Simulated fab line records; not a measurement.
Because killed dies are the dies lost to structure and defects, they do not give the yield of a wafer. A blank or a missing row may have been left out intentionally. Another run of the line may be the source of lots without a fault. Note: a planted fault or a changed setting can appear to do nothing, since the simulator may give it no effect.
fab line records ; flow rit-cmos
record: lots: 5; wafers: 27
route steps=202 shown ACTIVE@4 GATE@95 M1@184
start-h: start of the lot's first displayed wafer, in hours after the record's first day ; wait-h: how many hours have passed since the lot's step before this one ; " same as the row above ; L1.1+2: a single row standing in for several wafers ; - no value present, or no start provided ; * or withheld: withheld ; < > ~ a bound
route shown NAME@n: NAME is a module with steps in the file, n the number in the route of the first one ; usual: mean and standard deviation over wafers with no fault ; same: alike in all rows ; chamber/n: place in a boat ; sites: the reading at each site ; _std_site: standard deviation across them ; _edge_site: mean of outer sites minus mean of inner sites ; radius-mm: how far each site lies from the wafer's centre ; mask NAME#n: copy n ; behind: the tool/chamber that last shaped the wafer ; hold: the reason the lot was held/the length of the hold in hours/how it ended ; device: the transistor (n, p or np) that didn't switch ; end of line: tests run on the same wafers once the route is complete ; a step given without rows: its recipe and nothing more ; killed: dies lost to structure and defects at the first sort, not the wafer's yield ; map: the dies of a wafer, with x for killed, . for not killed, _ for no die there
set.NAME: the setting the step ran with; set.NAME@STEP: the setting that earlier step ran with ; model.NAME: the simulator's own value behind a step, which no gauge read
lots run with intentionally changed settings; tables by step, rows by wafer
== steps ==
step: RIT_ACTIVE_CVD_03
recipe: material: Si3N4; target-thk-nm: 150; temp-c: 810; precursor: SiH2Cl2/NH3; time-s: 1500; pressure-mtorr: 300; sih2cl2-flow-sccm: 60; nh3-flow-sccm: 150
lot.wafer;tool;chamber;start-h;wait-h;set.time-s;model.Si3N4_of_ACTIVE_CVD_03.thk-nm
L074.1;-;-;-;0.1;2086;208.5
L074.2;-;-;-;0.1;2086;208.4
L074.3;-;-;-;0.1;2086;209.7
L074.4;-;-;-;0.1;2086;209.5
L074.5;-;-;-;0.1;2086;209.2
L074.6;-;-;-;0.1;2086;207.2
L078.1;-;-;-;0.1;2151;217.6
L078.2;-;-;-;0.1;2151;217.1
L078.3;-;-;-;0.1;2151;218.3
L078.4+5;-;-;-;0.1;2151;217.3
L078.6;-;-;-;0.1;2151;217
L079.1;-;-;-;0.1;877.7;85.25
L079.2;-;-;-;0.1;877.7;85.42
L079.3;-;-;-;0.1;877.7;86.49
L079.4;-;-;-;0.1;877.7;86.24
L079.5;-;-;-;0.1;877.7;85.51
L079.6;-;-;-;0.1;877.7;86.23
L081.1;lpcvd-01;1;47.11;0.1;1500;150.9
L081.2;lpcvd-01;1;47.11;0.1;1500;150.8
L081.4;lpcvd-01;1;47.11;0.1;1500;151.3
L083.1;-;-;-;0.1;1500;148.9
L083.2+5;-;-;-;0.1;1500;149.2
L083.3;-;-;-;0.1;1500;148.5
L083.4;-;-;-;0.1;1500;148.8
L083.6;-;-;-;0.1;1500;148.7
step: RIT_ACTIVE_THK_MEAS_04
recipe: reads: Si3N4_of_ACTIVE_CVD_03
usual: ACTIVE_NITRIDE_THK: 149.9/1.3
lot.wafer;tool;chamber;start-h;wait-h;set.time-s@ACTIVE_CVD_03;ACTIVE_NITRIDE_THK[nm]
L074.1;film-metro-03;-;-;-;2086;208.3
L074.2;film-metro-03;-;-;-;2086;208.4
L074.3;film-metro-03;-;-;-;2086;209.6
L074.4;film-metro-03;-;-;-;2086;209.6
L074.5;film-metro-03;-;-;-;2086;209.1
L074.6;film-metro-03;-;-;-;2086;207.3
L078.1;film-metro-01;-;-;-;2151;217.8
L078.2;film-metro-01;-;-;-;2151;217.1
L078.3;film-metro-01;-;-;-;2151;218.2
L078.4;film-metro-01;-;-;-;2151;217.1
L078.5;film-metro-01;-;-;-;2151;217.3
L078.6;film-metro-01;-;-;-;2151;216.8
L079.1;film-metro-04;-;-;-;877.7;85.3
L079.2;film-metro-04;-;-;-;877.7;85.5
L079.3;film-metro-04;-;-;-;877.7;86.5
L079.4;film-metro-04;-;-;-;877.7;86.2
L079.5;film-metro-04;-;-;-;877.7;85.5
L079.6;film-metro-04;-;-;-;877.7;86.3
L081.1;film-metro-04;-;48.53;0.0;1500;151.0
L081.2;film-metro-04;-;48.53;0.0;1500;150.8
L081.4;film-metro-04;-;48.53;0.0;1500;151.3
L083.1;film-metro-04;-;-;-;1500;148.8
L083.2;film-metro-04;-;-;-;1500;149.3
L083.3;film-metro-04;-;-;-;1500;148.4
L083.4;film-metro-04;-;-;-;1500;148.7
L083.5;film-metro-04;-;-;-;1500;149.2
L083.6;film-metro-04;-;-;-;1500;148.7
step: RIT_ACTIVE_HMDS_05
recipe: prime-time-s: 60; prime-temp-c: 140
step: RIT_ACTIVE_COAT_06
recipe: resist: NOVOLAK; spin-rpm: 3250; resist-thk-nm: 1000
step: RIT_ACTIVE_HARDBAKE_12
recipe: resist: NOVOLAK; temp-c: 140; time-s: 60
step: RIT_ACTIVE_ETCH_13
recipe: stop-on: SiO2; chemistry: SF6; target: Si3N4; time-s: 210; over-etch-frac: 0.4; SF6_flow_sccm: 200; pressure-mtorr: 260; rf-w: 125; target-depth-a: 2100
usual: oes-product-au: 0.821/0.013
lot.wafer;tool;chamber;start-h;wait-h;set.time-s@ACTIVE_CVD_03;oes-product-au;model.etch.depth-nm;model.ACTIVE.feature-depth-nm
L074.1;rie-diel-02;0;15.71;0.1;2086;0.972;-;208.5
L074.2;rie-diel-02;1;15.71;0.1;2086;0.988;208.4;209.4
L074.3;rie-diel-02;3;15.71;0.1;2086;1.015;209.7;209.9
L074.4;rie-diel-02;0;15.71;0.1;2086;0.974;-;209.5
L074.5;rie-diel-02;3;15.71;0.1;2086;1.009;209.2;209.4
L074.6;rie-diel-02;1;15.71;0.1;2086;0.999;-;208.2
L078.1;rie-diel-02;3;36.01;0.1;2151;1.025;212.8;212.8
L078.2;rie-diel-02;0;36.01;0.1;2151;0.986;208.4;208.4
L078.3;rie-diel-02;1;36.01;0.1;2151;1.003;216.2;216.2
L078.4;rie-diel-02;1;36.01;0.1;2151;1.012;217.3;217.4
L078.5;rie-diel-02;3;36.01;0.1;2151;1.027;214.1;214.1
L078.6;rie-diel-02;0;36.01;0.1;2151;0.991;210.1;210.1
L079.1;rie-diel-04;2;39.98;0.1;877.7;0.617;-;85.34
L079.2;rie-diel-04;1;39.98;0.1;877.7;0.624;-;85.47
L079.3;rie-diel-04;3;39.98;0.1;877.7;0.626;-;86.49
L079.4;rie-diel-04;0;39.98;0.1;877.7;0.618;86.24;87.02
L079.5;rie-diel-04;2;39.98;0.1;877.7;0.624;85.51;85.6
L079.6;rie-diel-04;3;39.98;0.1;877.7;0.629;86.23;86.23
L081.1;rie-diel-02;0;49.77;0.1;1500;0.816;150.9;150.9
L081.2;rie-diel-02;3;49.77;0.1;1500;0.846;150.8;151.1
L081.4;rie-diel-02;2;49.77;0.1;1500;0.833;151.3;152.9
L083.1;rie-diel-03;2;59.71;0.1;1500;0.813;-;150.8
L083.2;rie-diel-03;1;59.71;0.1;1500;0.832;149.2;149.2
L083.3;rie-diel-03;0;59.71;0.1;1500;0.826;148.5;148.5
L083.4;rie-diel-03;3;59.71;0.1;1500;0.829;-;148.8
L083.5;rie-diel-03;1;59.71;0.1;1500;0.828;149.2;149.2
L083.6;rie-diel-03;0;59.71;0.1;1500;0.833;-;148.7
step: RIT_GATE_ETCH_19
recipe: chemistry: SF6/CHF3/O2; time-s: 165; SF6_flow_sccm: 30; CHF3_flow_sccm: 30; O2_flow_sccm: 5; target: poly-Si; pressure-mtorr: 40; rf-w: 160; target-depth-a: 3125; over-etch-frac: 0.25; stop-on: SiO2
usual: oes-product-au: 0.857/0.013
lot.wafer;tool;chamber;start-h;wait-h;set.time-s;oes-product-au;model.etch.depth-nm;model.GATE.feature-depth-nm;model.NOVOLAK_of_GATE_COAT_11.thk-nm
L074.1;rie-si-01;3;42.96;0.1;165;0.860;-;253.5;668.5
L074.2;rie-si-01;1;42.96;0.1;165;0.878;253;253;668.7
L074.3;rie-si-01;0;42.96;0.1;218.9;0.832;253.7;253.7;644.7
L074.4;rie-si-01;2;42.96;0.1;218.9;0.830;-;252.6;644.8
L074.5;rie-si-01;1;42.96;0.1;165;0.882;253.5;253.5;672.2
L074.6;rie-si-01;2;42.96;0.1;218.9;0.824;-;252.2;642
L078.1;rie-si-01;0;61.22;0.1;99.95;0.968;184.2;184.2;703
L078.2;rie-si-01;3;61.22;0.1;165;0.838;250;250;666.2
L078.3;rie-si-01;2;61.22;0.1;165;0.846;250.4;250.4;670
L078.4;rie-si-01;2;61.22;0.1;99.95;1.002;190.4;190.4;702.5
L078.5;rie-si-01;0;61.22;0.1;165;0.847;250.5;250.5;675.1
L078.6;rie-si-01;3;61.22;0.1;99.95;1.027;195.1;195.1;703.1
L079.1;rie-si-02;2;66.72;0.1;165;0.843;-;247.9;674.9
L079.2;rie-si-02;1;66.72;0.1;165;0.872;-;249.5;673.9
L079.3;rie-si-02;3;66.72;0.1;165;0.866;-;250.2;673
L079.4;rie-si-02;0;66.72;0.1;165;0.860;250.6;250.6;673.7
L079.5;rie-si-02;0;66.72;0.1;165;0.859;249.1;249.1;672.7
L079.6;rie-si-02;1;66.72;0.1;165;0.869;248.8;248.8;673
L081.1;rie-si-02;3;75.20;0.1;165;0.880;254.6;254.6;670.9
L081.2;rie-si-02;2;75.20;0.1;165;0.855;254.1;254.1;674.5
L081.4;rie-si-02;1;75.20;0.1;165;0.883;251.8;251.8;671.2
L083.1;rie-si-02;3;84.99;0.1;165;0.875;-;252;668.4
L083.2;rie-si-02;2;84.99;0.1;165;0.859;254.5;254.5;673.3
L083.3;rie-si-02;0;84.99;0.1;103.1;0.992;192.2;192.2;702.2
L083.4;rie-si-02;1;84.99;0.1;103.1;1.010;-;190.7;697.5
L083.5;rie-si-02;1;84.99;0.1;103.1;1.008;190.1;190.1;701
L083.6;rie-si-02;0;84.99;0.1;165;0.867;-;253.4;669.9
step: RIT_M1_SPUTTER_00
recipe: material: Al; target-thk-nm: 400; power-w: 2000; chamber-pressure-pa: 0.4; gas: Ar; time-s: 500; substrate-temp-c: 25
lot.wafer;tool;chamber;start-h;wait-h;set.time-s;model.Al_of_M1_SPUTTER_00.thk-nm
L074.1;pvd-sputter-03;-;59.87;0.0;382.4;305.6
L074.2;pvd-sputter-03;-;59.87;0.0;500;404
L074.3;pvd-sputter-03;-;59.87;0.0;500;393.6
L074.4;pvd-sputter-03;-;59.87;0.0;382.4;306.7
L074.5;pvd-sputter-03;-;59.87;0.0;500;401.2
L074.6;pvd-sputter-03;-;59.87;0.0;382.4;304.1
L078.1;pvd-sputter-03;-;79.51;0.0;500;392.8
L078.2;pvd-sputter-03;-;79.51;0.0;500;394.5
L078.3;pvd-sputter-03;-;79.51;0.0;500;402.2
L078.4;pvd-sputter-03;-;79.51;0.0;500;395.5
L078.5;pvd-sputter-03;-;79.51;0.0;500;393.9
L078.6;pvd-sputter-03;-;79.51;0.0;500;394.7
L079.1;pvd-sputter-02;-;84.27;0.0;667.7;538.5
L079.2;pvd-sputter-02;-;84.27;0.0;667.7;534.3
L079.3;pvd-sputter-02;-;84.27;0.0;667.7;534.9
L079.4;pvd-sputter-02;-;84.27;0.0;500;402.7
L079.5;pvd-sputter-02;-;84.27;0.0;500;406.7
L079.6;pvd-sputter-02;-;84.27;0.0;500;403.5
L081.1;pvd-sputter-02;-;92.58;0.0;500;400.1
L081.2;pvd-sputter-02;-;92.58;0.0;500;398.1
L081.4;pvd-sputter-02;-;92.58;0.0;500;405.2
L083.1;pvd-sputter-02;-;100.93;0.0;273.3;229.1
L083.2;pvd-sputter-02;-;100.93;0.0;500;412.8
L083.3;pvd-sputter-02;-;100.93;0.0;500;411.4
L083.4;pvd-sputter-02;-;100.93;0.0;273.3;223.9
L083.5;pvd-sputter-02;-;100.93;0.0;500;404.9
L083.6;pvd-sputter-02;-;100.93;0.0;273.3;228.5
step: RIT_M1_RS_MEAS_01
recipe: thk-meas-gauge: four-point-probe; reads: Al_of_M1_SPUTTER_00
usual: M1_AL_RS: 0.0732/0.00092
lot.wafer;tool;chamber;start-h;wait-h;set.time-s@M1_SPUTTER_00;M1_AL_RS[ohm/sq]
L074.1;film-metro-03;-;60.17;0.1;382.4;0.0965
L074.2;film-metro-03;-;60.17;0.1;500;0.0727
L074.3;film-metro-03;-;60.17;0.1;500;0.0746
L074.4;film-metro-03;-;60.17;0.1;382.4;0.0964
L074.5;film-metro-03;-;60.17;0.1;500;0.0731
L074.6;film-metro-03;-;60.17;0.1;382.4;0.0971
L078.1;film-metro-04;-;79.80;0.1;500;0.0749
L078.2;film-metro-04;-;79.80;0.1;500;0.0746
L078.3;film-metro-04;-;79.80;0.1;500;0.0733
L078.4;film-metro-04;-;79.80;0.1;500;0.0743
L078.5;film-metro-04;-;79.80;0.1;500;0.0746
L078.6;film-metro-04;-;79.80;0.1;500;0.0746
L079.1;film-metro-04;-;84.56;0.1;667.7;0.0543
L079.2;film-metro-04;-;84.56;0.1;667.7;0.0547
L079.3;film-metro-04;-;84.56;0.1;667.7;0.0545
L079.4;film-metro-04;-;84.56;0.1;500;0.0730
L079.5;film-metro-04;-;84.56;0.1;500;0.0723
L079.6;film-metro-04;-;84.56;0.1;500;0.0729
L081.1;film-metro-03;-;92.88;0.1;500;0.0734
L081.2;film-metro-03;-;92.88;0.1;500;0.0737
L081.4;film-metro-03;-;92.88;0.1;500;0.0725
L083.1;film-metro-01;-;101.22;0.1;273.3;0.1311
L083.2;film-metro-01;-;101.22;0.1;500;0.0711
L083.3;film-metro-01;-;101.22;0.1;500;0.0714
L083.4;film-metro-01;-;101.22;0.1;273.3;0.1342
L083.5;film-metro-01;-;101.22;0.1;500;0.0724
L083.6;film-metro-01;-;101.22;0.1;273.3;0.1315
step: RIT_M1_THK_MEAS_02
recipe: thk-meas-gauge: xrf; reads: Al_of_M1_SPUTTER_00
usual: M1_AL_THK: 399/5.3
lot.wafer;tool;chamber;start-h;wait-h;set.time-s@M1_SPUTTER_00;M1_AL_THK[nm]
L074.1;film-metro-03;-;60.29;0.1;382.4;303
L074.2;film-metro-03;-;60.29;0.1;500;400
L074.3;film-metro-03;-;60.29;0.1;500;390
L074.4;film-metro-03;-;60.29;0.1;382.4;305
L074.5;film-metro-03;-;60.29;0.1;500;398
L074.6;film-metro-03;-;60.29;0.1;382.4;301
L078.1;film-metro-04;-;79.92;0.1;500;388
L078.2;film-metro-04;-;79.92;0.1;500;389
L078.3;film-metro-04;-;79.92;0.1;500;399
L078.4;film-metro-04;-;79.92;0.1;500;392
L078.5;film-metro-04;-;79.92;0.1;500;391
L078.6;film-metro-04;-;79.92;0.1;500;393
L079.1;film-metro-04;-;84.68;0.1;667.7;534
L079.2;film-metro-04;-;84.68;0.1;667.7;531
L079.3;film-metro-04;-;84.68;0.1;667.7;529
L079.4;film-metro-04;-;84.68;0.1;500;399
L079.5;film-metro-04;-;84.68;0.1;500;402
L079.6;film-metro-04;-;84.68;0.1;500;399
L081.1;film-metro-03;-;93.00;0.1;500;394
L081.2;film-metro-03;-;93.00;0.1;500;393
L081.4;film-metro-03;-;93.00;0.1;500;399
L083.1;film-metro-01;-;101.34;0.1;273.3;228
L083.2;film-metro-01;-;101.34;0.1;500;410
L083.3;film-metro-01;-;101.34;0.1;500;409
L083.4;film-metro-01;-;101.34;0.1;273.3;224
L083.5;film-metro-01;-;101.34;0.1;500;404
L083.6;film-metro-01;-;101.34;0.1;273.3;227
step: RIT_M1_HMDS_03
recipe: prime-time-s: 60; prime-temp-c: 140
step: RIT_M1_COAT_04
recipe: resist: NOVOLAK; spin-rpm: 2000; resist-thk-nm: 1300
step: RIT_M1_HARDBAKE_11
recipe: resist: NOVOLAK; temp-c: 140; time-s: 120
step: RIT_M1_METAL_ETCH_12
recipe: stop-on: SiO2; chemistry: Cl2/BCl3; target: Al; time-s: 165; over-etch-frac: 0.5; pressure-mtorr: 100; target-depth-a: 6000; rf-w: 250; Cl2_flow_sccm: 60; bcl3-flow-sccm: 50
usual: oes-product-au: 0.778/0.014
lot.wafer;tool;chamber;start-h;wait-h;set.time-s@M1_SPUTTER_00;oes-product-au
L074.1;rie-metal-02;0;61.92;0.2;382.4;0.664
L074.2;rie-metal-02;1;61.92;0.2;500;0.796
L074.3;rie-metal-02;0;61.92;0.2;500;0.769
L074.4;rie-metal-02;1;61.92;0.2;382.4;0.676
L074.5;rie-metal-02;0;61.92;0.2;500;0.773
L074.6;rie-metal-02;1;61.92;0.2;382.4;0.680
L078.1;rie-metal-04;1;81.27;0.2;500;0.779
L078.2;rie-metal-04;0;81.27;0.2;500;0.782
L078.3;rie-metal-04;0;81.27;0.2;500;0.788
L078.4;rie-metal-04;1;81.27;0.2;500;0.786
L078.5;rie-metal-04;1;81.27;0.2;500;0.787
L078.6;rie-metal-04;0;81.27;0.2;500;0.773
L079.1;rie-metal-01;0;86.03;0.2;667.7;0.908
L079.2;rie-metal-01;1;86.03;0.2;667.7;0.916
L079.3;rie-metal-01;1;86.03;0.2;667.7;0.915
L079.4;rie-metal-01;0;86.03;0.2;500;0.758
L079.5;rie-metal-01;1;86.03;0.2;500;0.775
L079.6;rie-metal-01;0;86.03;0.2;500;0.762
L081.1;rie-metal-04;1;94.47;0.2;500;0.777
L081.2;rie-metal-04;0;94.47;0.2;500;0.782
L081.4;rie-metal-04;1;94.47;0.2;500;0.795
L083.1;rie-metal-02;1;102.82;0.2;273.3;0.609
L083.2;rie-metal-02;0;102.82;0.2;500;0.786
L083.3;rie-metal-02;0;102.82;0.2;500;0.773
L083.4;rie-metal-02;1;102.82;0.2;273.3;0.588
L083.5;rie-metal-02;0;102.82;0.2;500;0.781
L083.6;rie-metal-02;1;102.82;0.2;273.3;0.597
step: RIT_M1_STRIP_13
recipe: chemistry: nmp; resist: NOVOLAK; temp-c: 80; time-s: 600; dry: n2-spin
step: RIT_M1_STRIP_14
recipe: chemistry: O2; time-s: 180; platen-temp-c: withheld; power-w: 500; pressure-mtorr: 4000; o2-flow-sccm: 4000
step: RIT_M1_ANNEAL_15
recipe: temp-c: 450; time-s: 1800; ambient: forming_gas_H2N2
step: RIT_M1_PROBE_99
lot.wafer;tool;chamber;start-h;wait-h;set.time-s@ACTIVE_CVD_03;model.etest.nmos-narrow.drive-ua-um
L074.2;prober-02;-;64.23;0.1;2086;239.6
L074.4;prober-02;-;64.33;0.2;2086;248.4
L074.6;prober-02;-;64.43;0.2;2086;243.4
L078.1+4+6;prober-01;-;83.56;0.1;2151;-
L079.1;prober-02;-;88.28;0.1;877.7;197.7
L079.2;prober-02;-;88.33;0.1;877.7;200.7
L079.3;prober-02;-;88.38;0.2;877.7;207.5
L079.4;prober-02;-;88.43;0.2;877.7;200.9
L079.5;prober-02;-;88.48;0.2;877.7;196.6
L079.6;prober-02;-;88.53;0.2;877.7;197.5
L081.1;prober-01;-;96.72;0.1;1500;220.7
L081.2+4;prober-01;-;96.77;0.1;1500;226.3
L083.1;prober-01;-;105.07;0.1;1500;228.8
L083.2;prober-01;-;105.12;0.1;1500;226.9
L083.3+4+5;prober-01;-;105.17;0.2;1500;-
L083.6;prober-01;-;105.32;0.2;1500;222.5
killed by level:class
L081.1 FOX1:geometric-particle:short=2 SILICIDE:geometric-particle:short=2 GATE:geometric-particle:short=1 SPACER:geometric-particle:short=1 SPACER:geometric-particle:open=1 SILICIDE:geometric-particle:open=1
L081.2 GATE:geometric-particle:short=2 FOX1:geometric-particle:short=1 REOX:geometric-particle:open=1 SPACER:geometric-particle:short=1 SPACER:geometric-particle:open=1
L081.4 REOX:geometric-particle:short=2 SILICIDE:geometric-particle:short=2 SILICIDE:geometric-particle:open=2 GATE:geometric-particle:short=1 REOX:geometric-particle:open=1 SPACER:geometric-particle:short=1 PSD:coat-microbubble-printed=1
== key ==
split: step: RIT_ACTIVE_CVD_03; setting: time-s; stated: 1500; by: lot
response: step: RIT_ACTIVE_CVD_03; reading: model.Si3N4_of_ACTIVE_CVD_03.thk-nm; change: +1.54; per: 1%; r: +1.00
response: step: RIT_ACTIVE_THK_MEAS_04; reading: ACTIVE_NITRIDE_THK; change: +1.54; per: 1%; r: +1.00
response: step: RIT_ACTIVE_ETCH_13; reading: oes-product-au; change: +0.00451; per: 1%; r: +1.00
response: step: RIT_ACTIVE_ETCH_13; reading: model.etch.depth-nm; change: +1.5; per: 1%; r: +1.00
response: step: RIT_ACTIVE_ETCH_13; reading: model.ACTIVE.feature-depth-nm; change: +1.51; per: 1%; r: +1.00
response: step: RIT_M1_PROBE_99; reading: model.etest.nmos-narrow.drive-ua-um; change: +0.552; per: 1%; r: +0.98
split: step: RIT_GATE_ETCH_19; setting: time-s; stated: 165; by: wafer
response: step: RIT_GATE_ETCH_19; reading: oes-product-au; change: -0.00315; per: 1%; r: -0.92
response: step: RIT_GATE_ETCH_19; reading: model.etch.depth-nm; shape: bent; at-lowest: 189.9; at-stated: 251.7; at-highest: 253.7
response: step: RIT_GATE_ETCH_19; reading: model.GATE.feature-depth-nm; shape: bent; at-lowest: 189.9; at-stated: 251.5; at-highest: 252.8
response: step: RIT_GATE_ETCH_19; reading: model.NOVOLAK_of_GATE_COAT_11.thk-nm; change: -0.804; per: 1%; r: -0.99
split: step: RIT_M1_SPUTTER_00; setting: time-s; stated: 500; by: wafer
response: step: RIT_M1_SPUTTER_00; reading: model.Al_of_M1_SPUTTER_00.thk-nm; change: +3.99; per: 1%; r: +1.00
response: step: RIT_M1_RS_MEAS_01; reading: M1_AL_RS; change: -0.00105; per: 1%; r: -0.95
response: step: RIT_M1_THK_MEAS_02; reading: M1_AL_THK; change: +3.97; per: 1%; r: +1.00
response: step: RIT_M1_METAL_ETCH_12; reading: oes-product-au; change: +0.0042; per: 1%; r: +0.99
